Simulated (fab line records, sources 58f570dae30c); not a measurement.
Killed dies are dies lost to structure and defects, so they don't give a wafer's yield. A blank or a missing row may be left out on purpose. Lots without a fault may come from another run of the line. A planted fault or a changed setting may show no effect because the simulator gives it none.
Which tool did it? | flow berkeley_cmos170 | 7 lots, 21 wafers sampled, at 1 step of a route of 331

WHAT THE GAUGES READ, wafer by wafer
UCB170_GATE_CD_MEAS_90: target cd 350 nm.
lot  | measured     | on        | cd_nm (nm)
L112 | day 5 20:22  | cd_sem-01 | 348.1 348.6 348.2
L114 | day 6 13:20  | cd_sem-02 | 351.0 353.6 350.3
L115 | day 6 19:20  | cd_sem-02 | 351.5 349.0 348.7
L120 | day 7 22:25  | cd_sem-01 | 351.6 350.3 348.7
L125 | day 9 05:52  | cd_sem-02 | 349.0 347.7 348.6
L129 | day 9 22:45  | cd_sem-02 | 349.9 351.3 350.2
L133 | day 10 14:39 | cd_sem-01 | 349.3 350.1 349.8

WHICH TOOL RAN EACH LOT (tool, then ch and the chambers of the sampled wafers, then the start)
The record holds no process step before these readings.

THE ANSWER, worked out from the rows above alone
Rule: what is usual is taken from the lots themselves. Put in order of their means at a reading, lots are off if they are a third of the lots or fewer, leave a main group of 4 or more, and stand apart from it by a gap of 3 or more times the standard deviation of the main group's means; of several such gaps the widest counts. A main group whose means are all the same, to the digits that the tables above print for the reading, isn't used. A lot without any number at a reading at which 4 lots or more have one is off too. The other lots that the step has rows for count as sound.
No lot is off at any reading shown: from this, nothing can be told.

WHAT THE SIMULATOR HAD PUT IN
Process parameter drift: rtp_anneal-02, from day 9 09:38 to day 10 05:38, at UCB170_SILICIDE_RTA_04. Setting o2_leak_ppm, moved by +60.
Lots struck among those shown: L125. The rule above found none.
